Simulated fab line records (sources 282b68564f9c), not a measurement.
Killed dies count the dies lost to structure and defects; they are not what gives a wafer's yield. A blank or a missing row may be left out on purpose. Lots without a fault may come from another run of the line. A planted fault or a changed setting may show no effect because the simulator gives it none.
What tool caused it?    flow rit cmos    14 lots, 42 wafers sampled, at 5 steps of a route of 202

== WHAT THE GAUGES SHOWED, per wafer ==
RIT_GATE_THK_MEAS_09.
lot   measured     on             GATE_POLY_THK (nm)
L372  day 2 16:03  film metro-02  254.8 252.5 254.6
L373  day 2 22:18  film metro-04  250.3 249.5 249.9
L374  day 3 04:11  film metro-03  252.0 251.0 251.6
L376  day 3 13:32  film metro-02  251.0 248.4 250.0
L377  day 3 17:04  film metro-02  250.8 250.7 250.2
L378  day 4 00:35  film metro-04  248.5 246.7 247.0
L380  day 4 09:55  film metro-04  247.9 249.1 248.7
L381  day 5 00:02  film metro-04  251.9 253.4 250.2
L383  day 5 01:40  film metro-02  248.0 249.6 248.7
L385  day 5 18:51  film metro-04  246.4 247.6 246.6
L388  day 6 07:48  film metro-04  251.0 249.9 249.4
L389  day 6 10:14  film metro-04  245.6 245.7 245.6
L390  day 6 13:18  film metro-03  247.7 251.0 248.2
L394  day 7 06:29  film metro-04  248.6 249.0 250.6

RIT_NLDD_TW_MEAS_10.
lot   measured     on             NLDD_TW
L372  day 2 22:38  film metro-04  2538 2528 2535
L373  day 3 04:43  film metro-04  2526 2529 2517
L374  day 3 11:16  film metro-03  2482 2490 2508
L376  day 3 19:49  film metro-03  2483 2468 2484
L377  day 3 23:31  film metro-03  2466 2486 2482
L378  day 4 06:47  film metro-03  2491 2508 2507
L380  day 4 19:21  film metro-03  2497 2505 2502
L381  day 5 08:50  film metro-03  2503 2489 2485
L383  day 5 09:05  film metro-04  2514 2521 2516
L385  day 6 02:25  film metro-03  2487 2495 2500
L388  day 6 13:54  film metro-04  2525 2531 2524
L389  day 6 16:19  film metro-03  2494 2473 2466
L390  day 6 19:29  film metro-04  2531 2505 2520
L394  day 7 12:47  film metro-03  2504 2490 2481

RIT_PSD_TW_MEAS_10.
lot   measured     on             PSD_TW
L372  day 3 05:46  film metro-04  3476 3483 3474
L373  day 3 11:45  film metro-01  3443 3449 3448
L374  day 3 18:21  film metro-03  3417 3417 3417
L376  day 4 02:50  film metro-01  3417 3409 3396
L377  day 4 07:32  film metro-04  3479 3487 3484
L378  day 4 14:44  film metro-01  3437 3403 3400
L380  day 5 03:19  film metro-03  3421 3431 3422
L381  day 5 15:53  film metro-04  3474 3474 3502
L383  day 5 17:04  film metro-01  3431 3455 3463
L385  day 6 09:40  film metro-01  3449 3448 3449
L388  day 6 20:47  film metro-01  3452 3449 3439
L389  day 7 00:10  film metro-01  30 30 30
L390  day 7 04:55  film metro-01  30 30 30
L394  day 7 20:47  film metro-04  3461 3453 3475

RIT_SDANNEAL_RS_MEAS_04: measures by four-point-probe.
lot   measured     on             PSD_RS (ohm/sq)
L372  day 3 06:16  film metro-03  115.97 115.77 115.57
L373  day 3 12:16  film metro-04  115.83 116.11 116.17
L374  day 3 18:51  film metro-04  115.87 115.77 115.97
L376  day 4 03:21  film metro-01  115.63 115.59 115.57
L377  day 4 08:02  film metro-01  115.79 115.94 115.89
L378  day 4 15:13  film metro-03  116.47 116.66 116.18
L380  day 5 03:48  film metro-03  115.86 116.04 115.97
L381  day 5 16:23  film metro-01  116.22 116.18 116.36
L383  day 5 17:34  film metro-01  115.81 116.00 115.78
L385  day 6 10:10  film metro-01  115.40 115.76 115.68
L388  day 6 21:18  film metro-03  116.39 115.94 116.37
L389  day 7 01:07  film metro-04  133.04 132.92 133.25
L390  day 7 05:36  film metro-01  132.97 132.78 132.86
L394  day 7 21:16  film metro-01  115.71 116.18 116.00

== WHAT TOOL EACH LOT RAN ON (gives the tool, then ch and the chambers of the sampled wafers, and finally the start) ==
lot   RIT_PSD_IMPLANT_08
L372  implanter-03 ch 0, day 3 05:27
L373  implanter-03 ch 0, day 3 11:26
L374  implanter-02 ch 0, day 3 18:01
L376  implanter-02 ch 0, day 4 02:31
L377  implanter-01 ch 0, day 4 07:15
L378  implanter-01 ch 0, day 4 14:25
L380  implanter-03 ch 0, day 5 02:59
L381  implanter-02 ch 0, day 5 15:35
L383  implanter-01 ch 0, day 5 16:45
L385  implanter-03 ch 0, day 6 09:22
L388  implanter-02 ch 0, day 6 20:28
L389  implanter-01, day 6 23:51
L390  implanter-02, day 7 04:38
L394  implanter-02 ch 0, day 7 20:28
- RIT_PSD_IMPLANT_08

== AS READ BY THE TOOLS THEMSELVES (means over the sampled wafers that have a number; for cases with no such wafer, the mark the record gives instead) ==
RIT_PSD_IMPLANT_08.
lot   tool          beam energy keV  beam on s (s)  tilt deg (degrees)
L372  implanter-03  27.004           13.4           7.021
L373  implanter-03  26.994           13.5           7.002
L374  implanter-02  26.999           11.2           6.967
L376  implanter-02  27.001           11.3           6.984
L377  implanter-01  27.015           11.7           6.993
L378  implanter-01  26.994           12.0           6.994
L380  implanter-03  27.004           13.3           7.000
L381  implanter-02  26.988           11.4           7.015
L383  implanter-01  27.006           12.1           6.974
L385  implanter-03  27.004           13.2           6.981
L388  implanter-02  26.999           11.1           7.003
L389  implanter-01  -                -              -
L390  implanter-02  -                -              -
L394  implanter-02  26.994           11.4           6.995

== THE ANSWER, worked out from the rows above alone ==
Rule: what is usual is taken from the lots themselves. Put in order of their means at a reading, lots are off if they are a third of the lots or fewer, leave a main group of 4 or more, and stand apart from it by a gap of 3 or more times the standard deviation of the main group's means; of several such gaps the widest counts. Not used: any main group whose means are identical at the precision the tables above print for the reading. Also off: a lot with no number at a reading for which 4 or more lots have one. Any other lot the step has rows for is counted as sound. After the gauges, taken in route order, come the tools' own readings; for these a lot's mean is taken, as printed above. The first step at which some lot is off is used, and at that step the reading that is off furthest; a lot without a number counts as furthest.
Off: at RIT_PSD_TW_MEAS_10 (PSD_TW), L389, L390. The main group has a mean of 3447 with a standard deviation of 26.
If a tool, at a process step before that reading, ran all the lots that are off and no sound lot after the first of them, it fits. The gauges at RIT_PSD_TW_MEAS_10 aren't tried: what is off there is off at RIT_PSD_IMPLANT_08 too, on other tools, and a gauge's error can't cause that. No candidate that was tried fits.

== WHAT THE SIMULATOR PUT IN ==
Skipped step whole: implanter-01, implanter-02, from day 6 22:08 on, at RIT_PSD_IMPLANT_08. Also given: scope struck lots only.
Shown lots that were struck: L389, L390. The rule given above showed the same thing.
